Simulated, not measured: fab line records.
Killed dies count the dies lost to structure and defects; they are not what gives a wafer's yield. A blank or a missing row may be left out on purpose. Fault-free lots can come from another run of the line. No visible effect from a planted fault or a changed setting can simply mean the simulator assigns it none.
fab line records	flow berkeleyCmos170
[record] lots = 15	wafers = 45	lastDay = 12
route steps=331 shown PFIELD@85 SPACER@173 SDANNEAL@205 PLDD@208 SILICIDE@211
lots with no fault: from the same line, run without faults
startH: hours from the record's opening day to when the first of the lot's shown wafers began	waitH: hours since the lot's step before	" repeats the value in the row above	L1.1+2: one row covering several wafers at once	- no value, or no start given	* or withheld: withheld	< > ~ a bound
route shown NAME@n: NAME is a module with steps in the file, n the number in the route of the first one	usual: mean and standard deviation over wafers with no fault	same: alike in all rows	chamber/n: place in a boat	sites: per-site readings	_std_site: standard deviation of those values	_edge_site: outer sites' mean less inner sites'	radiusMm: how far each site lies from the wafer's centre	mask NAME#n: copy n	behind: tool/chamber where the wafer was last shaped	hold: the reason the lot was held/the length of the hold in hours/how it ended	device: whichever transistor did not switch (one of n, p or np)	end of line: the tests these same wafers got at the end of their route	a step given without rows: its recipe and nothing more	killed: the dies lost at the first sort to structure and to defects; this is not the yield of the wafer	map: per-die view of a wafer (x killed, . not killed, _ where there is no die)
set.NAME: the setting as run; set.NAME@STEP: as run at that earlier step	model.NAME: the simulator's own value behind a step, which no gauge read
a sample of lots followed through the steps of the route, with each step as a table and each wafer as a row
services: from which hour (startH, from the record's first day; less than 0 if before it) a tool's chamber was out of use, for how many hours, and why
[[steps]]
[step UCB170_PFIELD_OVL_MEAS_06]
[usual] PFIELD_OVL = 0/5.1
lot.wafer	tool	chamber	startH	waitH	PFIELD_OVL[nm]
L930.1	overlay-01	-	87.39	-	-4
L930.2	"	-	"	"	3
L930.3	"	-	"	"	0
L931.1	overlay-02	-	87.65	-	1
L931.2	"	-	"	"	-2
L931.3	"	-	"	"	-2
L932.2	overlay-01	-	107.18	-	0
L932.3	"	-	"	"	3
L932.5	"	-	"	"	-1
L935.1	overlay-01	-	112.50	-	11
L935.5	"	-	"	"	5
L935.6	"	-	"	"	0
L937.1	overlay-02	-	130.62	-	-4
L937.3	"	-	"	"	-3
L937.5	"	-	"	"	0
L936.1	overlay-01	-	130.99	-	1
L936.4	"	-	"	"	2
L936.6	"	-	"	"	8
L938.4	overlay-01	-	131.28	-	-7
L938.5	"	-	"	"	-2
L938.6	"	-	"	"	-2
L939.1	overlay-02	-	131.35	-	8
L939.2	"	-	"	"	7
L939.5	"	-	"	"	4
L941.3	overlay-01	-	138.31	-	-5
L941.4	"	-	"	"	-3
L941.5	"	-	"	"	-3
L940.1	overlay-02	-	138.65	-	12
L940.2	"	-	"	"	-2
L940.3	"	-	"	"	0
L942.4	overlay-02	-	139.02	-	-5
L942.5	"	-	"	"	0
L942.6	"	-	"	"	-5
L944.2	overlay-01	-	158.88	-	-2
L944.4	"	-	"	"	-8
L944.5	"	-	"	"	-13
L951.1	overlay-01	-	197.28	-	3
L951.4	"	-	"	"	2
L951.5	"	-	"	"	-9
L952.1	overlay-02	-	197.67	-	-12
L952.4	"	-	"	"	-7
L952.5	"	-	"	"	-6
L953.4	overlay-01	-	198.02	-	-6
L953.5	"	-	"	"	-3
L953.6	"	-	"	"	-5
[step UCB170_SPACER_ANNEAL_02]
[recipe] tempC = 900	timeS = 1800	ambient = N2
[usual] spikeTcCentreC = 902.4/1	spikeTcLoadC = 924.7/1.1	zonePowerCentrePct = 44.5/0.83	zonePowerLoadPct = 27/3.5
lot.wafer	tool	chamber	startH	waitH	spikeTcCentreC	spikeTcLoadC	zonePowerCentrePct	zonePowerLoadPct
L930.1	furnace-04	0	144.35	4.0	902.0	926.5	44.5	23
L930.2	"	0	"	"	903.0	925.5	43.9	24
L930.3	"	0	"	"	904.6	926.8	44.1	23
L931.1	furnace-04	0	144.35	4.2	903.0	925.5	44.6	23
L931.2	"	0	"	"	904.1	925.7	44.1	23
L931.3	"	0	"	"	900.1	925.8	44.0	23
L932.2	furnace-04	0	167.00	3.2	903.0	925.9	45.0	23
L932.3	"	0	"	"	902.5	924.9	44.9	23
L932.5	"	0	"	"	902.2	926.0	43.8	23
L935.1	furnace-01	0	173.90	5.0	902.7	922.6	44.5	25
L935.5	"	0	"	"	901.4	925.5	45.5	24
L935.6	"	0	"	"	901.5	924.5	45.6	25
L936.1	furnace-02	0	192.66	1.3	903.0	922.6	44.6	31
L936.4	"	0	"	"	902.3	923.4	43.8	32
L936.6	"	0	"	"	903.5	924.2	43.9	31
L937.1	furnace-02	0	192.66	1.6	903.9	924.1	43.3	31
L937.3	"	0	"	"	901.3	923.1	44.7	31
L937.5	"	0	"	"	900.3	926.0	43.9	31
L938.4	furnace-02	0	192.66	2.8	902.7	924.1	44.0	30
L938.5	"	0	"	"	901.6	923.5	44.5	31
L938.6	"	0	"	"	901.6	925.2	44.1	31
L939.1	furnace-02	0	192.66	2.7	902.6	924.9	43.3	31
L939.2	"	0	"	"	902.9	924.8	43.8	31
L939.5	"	0	"	"	902.0	923.1	44.1	31
L940.1	furnace-02	0	198.26	4.0	867.9	926.2	29.2	34
L940.2	"	0	"	"	867.4	924.4	28.5	34
L940.3	"	0	"	"	867.4	925.2	28.6	33
L941.3	furnace-02	0	198.26	3.6	866.6	925.8	28.5	33
L941.4	"	0	"	"	867.1	924.5	28.7	34
L941.5	"	0	"	"	869.8	924.8	28.2	34
L942.4	furnace-02	0	198.26	2.7	866.8	925.5	29.0	33
L942.5	"	0	"	"	866.7	924.7	29.0	33
L942.6	"	0	"	"	868.1	925.7	28.4	33
L944.2	furnace-01	0	223.53	4.6	903.1	923.8	45.3	24
L944.4	"	0	"	"	902.8	925.4	45.4	25
L944.5	"	0	"	"	901.1	925.0	46.3	24
L951.1	furnace-01	0	258.82	3.0	903.4	923.0	45.9	24
L951.4	"	0	"	"	904.1	923.4	45.3	25
L951.5	"	0	"	"	902.6	922.4	45.5	25
L952.1	furnace-01	0	258.82	3.4	902.3	924.4	45.4	24
L952.4	"	0	"	"	903.2	925.6	45.6	25
L952.5	"	0	"	"	904.0	926.2	45.7	24
L953.4	furnace-01	0	258.82	3.3	901.9	924.9	44.8	24
L953.5	"	0	"	"	901.9	925.1	45.9	25
L953.6	"	0	"	"	902.2	925.0	45.9	24
[step UCB170_SDANNEAL_RTA_01]
[recipe] tempC = 1050	timeS = 5.165	ambient = N2
[usual] annealTempCMax = 1056.5/2.2	lampPowerPct = 39.5/2.2	wafer_temp_C_max = 1054.9/0.97
lot.wafer	tool	chamber	startH	waitH	annealTempCMax	lampPowerPct	wafer_temp_C_max
L930.1	rtpAnneal-01	0	151.06	0.1	1054.0	37.7	1054.9
L930.2	"	0	"	"	1055.6	37.7	1056.1
L930.3	"	0	"	"	1054.7	37.7	1055.5
L931.1	rtpAnneal-02	0	151.31	0.1	1056.7	42.0	1054.6
L931.2	"	0	"	"	1057.9	42.0	1054.6
L931.3	"	0	"	"	1058.6	42.0	1055.0
L932.2	rtpAnneal-02	0	173.96	0.1	1057.5	42.1	1055.8
L932.3	"	0	"	"	1061.1	42.1	1054.5
L932.5	"	0	"	"	1061.5	42.1	1054.8
L935.1	rtpAnneal-02	0	179.91	0.1	1060.9	42.0	1055.2
L935.5	"	0	"	"	1058.0	42.1	1053.4
L935.6	"	0	"	"	1057.3	42.1	1053.8
L937.1	rtpAnneal-01	0	200.28	0.1	1056.8	37.7	1054.7
L937.3	"	0	"	"	1055.1	37.7	1055.4
L937.5	"	0	"	"	1055.2	37.7	1054.3
L938.4	rtpAnneal-02	0	200.31	0.1	1058.3	42.1	1054.3
L938.5	"	0	"	"	1058.6	42.0	1054.3
L938.6	"	0	"	"	1058.5	42.0	1054.7
L939.1	rtpAnneal-01	0	200.50	0.1	1053.4	37.7	1054.5
L939.2	"	0	"	"	1055.3	37.6	1055.1
L939.5	"	0	"	"	1054.6	37.6	1054.1
L936.1	rtpAnneal-02	0	200.77	0.1	1059.2	42.1	1054.5
L936.4	"	0	"	"	1057.6	42.1	1054.4
L936.6	"	0	"	"	1060.3	42.0	1055.1
L940.1	rtpAnneal-02	0	203.73	0.1	1060.8	42.1	1056.2
L940.2	"	0	"	"	1058.6	42.1	1054.3
L940.3	"	0	"	"	1056.3	42.0	1054.7
L941.3	rtpAnneal-01	0	204.12	0.1	1053.6	37.7	1054.0
L941.4	"	0	"	"	1053.9	37.7	1055.3
L941.5	"	0	"	"	1054.1	37.6	1056.5
L942.4	rtpAnneal-01	0	204.51	0.1	1054.9	37.7	1053.8
L942.5	"	0	"	"	1055.8	37.6	1055.1
L942.6	"	0	"	"	1055.6	37.6	1054.6
L944.2	rtpAnneal-01	0	232.11	0.1	1056.6	37.6	1055.5
L944.4	"	0	"	"	1054.0	37.6	1053.8
L944.5	"	0	"	"	1056.0	37.7	1056.4
L952.1	rtpAnneal-01	0	264.96	0.1	1055.9	37.6	1056.1
L952.4	"	0	"	"	1054.4	37.6	1054.0
L952.5	"	0	"	"	1055.2	37.6	1055.0
L951.1	rtpAnneal-02	0	265.22	0.1	1058.9	42.1	1054.3
L951.4	"	0	"	"	1059.2	42.0	1054.6
L951.5	"	0	"	"	1057.9	42.1	1054.1
L953.4	rtpAnneal-01	0	265.54	0.1	1055.0	37.6	1054.8
L953.5	"	0	"	"	1053.5	37.7	1055.0
L953.6	"	0	"	"	1053.6	37.7	1053.8
[step UCB170_SDANNEAL_RS_MEAS_04]
[recipe] thkMeasGauge = four-point-probe
[usual] PLDD_RS = 1031.5/2.5
lot.wafer	tool	chamber	startH	waitH	PLDD_RS[ohm/sq]
L930.1	filmMetro-01	-	151.36	0.1	1031.8
L930.2	"	-	"	"	1030.5
L930.3	"	-	"	"	1031.5
L931.1	filmMetro-04	-	151.76	0.1	1036.0
L931.2	"	-	"	"	1036.3
L931.3	"	-	"	"	1033.1
L932.2	filmMetro-03	-	174.29	0.1	1032.2
L932.3	"	-	"	"	1032.4
L932.5	"	-	"	"	1031.3
L935.1	filmMetro-04	-	180.26	0.1	1031.7
L935.5	"	-	"	"	1032.8
L935.6	"	-	"	"	1031.4
L937.1	filmMetro-01	-	200.58	0.1	1028.4
L937.3	"	-	"	"	1029.7
L937.5	"	-	"	"	1029.0
L938.4	filmMetro-03	-	200.64	0.1	1033.1
L938.5	"	-	"	"	1033.5
L938.6	"	-	"	"	1030.3
L939.1	filmMetro-04	-	200.79	0.1	1031.5
L939.2	"	-	"	"	1031.7
L939.5	"	-	"	"	1032.6
L936.1	filmMetro-01	-	201.07	0.1	1028.3
L936.4	"	-	"	"	1031.9
L936.6	"	-	"	"	1029.4
L940.1	filmMetro-04	-	204.02	0.1	1107.4
L940.2	"	-	"	"	1121.7
L940.3	"	-	"	"	1123.2
L941.3	filmMetro-01	-	204.44	0.1	1123.7
L941.4	"	-	"	"	1125.6
L941.5	"	-	"	"	1121.6
L942.4	filmMetro-04	-	204.84	0.1	1055.7
L942.5	"	-	"	"	1050.0
L942.6	"	-	"	"	1042.0
L944.2	filmMetro-04	-	232.42	0.1	1030.8
L944.4	"	-	"	"	1029.3
L944.5	"	-	"	"	1032.3
L952.1	filmMetro-04	-	265.26	0.1	1035.4
L952.4	"	-	"	"	1032.7
L952.5	"	-	"	"	1036.2
L951.1	filmMetro-03	-	265.52	0.1	1031.0
L951.4	"	-	"	"	1030.1
L951.5	"	-	"	"	1031.3
L953.4	filmMetro-01	-	265.87	0.1	1026.9
L953.5	"	-	"	"	1026.0
L953.6	"	-	"	"	1030.9
[step UCB170_SILICIDE_SPUTTER_01]
[recipe] material = Ti	targetThkNm = 30	timeS = 25	powerW = 1500	chamberPressurePa = 0.5
[usual] throttleValvePct = 30.3/0.85
lot.wafer	tool	chamber	startH	waitH	throttleValvePct
L930.1	pvdSputter-03	-	151.67	0.0	28.6
L930.2	"	-	"	"	30.7
L930.3	"	-	"	"	30.7
L931.1	pvdSputter-02	-	152.07	0.0	31.0
L931.2	"	-	"	"	30.6
L931.3	"	-	"	"	28.9
L932.2	pvdSputter-02	-	174.58	0.0	29.1
L932.3	"	-	"	"	30.6
L932.5	"	-	"	"	30.2
L935.1	pvdSputter-02	-	180.56	0.0	30.0
L935.5	"	-	"	"	28.7
L935.6	"	-	"	"	30.2
L937.1	pvdSputter-04	-	200.88	0.0	31.0
L937.3	"	-	"	"	29.8
L937.5	"	-	"	"	30.7
L938.4	pvdSputter-03	-	200.88	0.0	31.7
L938.5	"	-	"	"	28.9
L938.6	"	-	"	"	30.4
L939.1	pvdSputter-02	-	201.10	0.0	30.8
L939.2	"	-	"	"	29.8
L939.5	"	-	"	"	31.0
L936.1	pvdSputter-03	-	201.37	0.0	30.3
L936.4	"	-	"	"	28.7
L936.6	"	-	"	"	30.4
L940.1	pvdSputter-04	-	204.33	0.0	29.9
L940.2	"	-	"	"	30.7
L940.3	"	-	"	"	30.9
L941.3	pvdSputter-02	-	204.70	0.0	30.3
L941.4	"	-	"	"	28.7
L941.5	"	-	"	"	30.7
L942.4	pvdSputter-03	-	205.09	0.0	31.0
L942.5	"	-	"	"	30.5
L942.6	"	-	"	"	31.6
L944.2	pvdSputter-04	-	232.70	0.0	30.7
L944.4	"	-	"	"	30.7
L944.5	"	-	"	"	30.9
L952.1	pvdSputter-03	-	265.57	0.0	30.6
L952.4	"	-	"	"	31.8
L952.5	"	-	"	"	30.5
L951.1	pvdSputter-04	-	265.83	0.0	30.9
L951.4	"	-	"	"	31.2
L951.5	"	-	"	"	30.5
L953.4	pvdSputter-02	-	266.12	0.0	28.7
L953.5	"	-	"	"	30.6
L953.6	"	-	"	"	31.0
[[services]]
tool	chamber	startH	hours	kind
pvdSputter-04	-	129.65	1.7	repair
pvdSputter-03	-	144.94	1.3	repair
rtpAnneal-01	-	145.52	4.2	pm
pvdSputter-04	-	159.37	0.6	repair
furnace-01	-	166.47	3.3	pm
furnace-01	-	191.73	3.9	pm
rtpAnneal-01	-	206.38	0.3	repair
furnace-02	-	206.52	2.5	pm
furnace-04	-	211.32	3.9	pm
furnace-04	-	261.74	3.6	pm
[[key]]
[firstSign] step = UCB170_SPACER_ANNEAL_02	reading = spikeTcCentreC	direction = down	sigmas = 34	usual = 902.4	struck = 867.5
[effect] step = UCB170_SPACER_ANNEAL_02	reading = zonePowerCentrePct	direction = down	sigmas = 19	usual = 44.5	struck = 28.7
[effect] step = UCB170_SDANNEAL_RS_MEAS_04	reading = PLDD_RS	direction = up	sigmas = 26	usual = 1031.5	struck = 1096.8
metAt UCB170_SPACER_ANNEAL_02
struckLots L940,L941,L942
sortLeftOut L940.1,L940.2,L940.3
testerLeftOut L940,L941,L942
notActingAt UCB170_PFIELD_OVL_MEAS_06,UCB170_SDANNEAL_RTA_01,UCB170_SILICIDE_SPUTTER_01
onsetBetween 192.66 198.26
[fault] kind = processParameterDrift	tool = furnace-02	chamber = -	onsetH = 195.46	steps = UCB170_SPACER_ANNEAL_02	channel = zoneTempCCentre	offset = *	shape = step	endH = 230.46
// testerLeftOut: of these lots the tester's yield and bins aren't shown, on N5 and GAA mostly nor the transistor test; their killed dies are dies lost to structure and defects alone, not to doping, threshold or leakage, so they don't give the yield
// sortLeftOut: the simulated sort isn't trusted on such a fault, so these wafers' sort isn't shown, and their yield isn't known
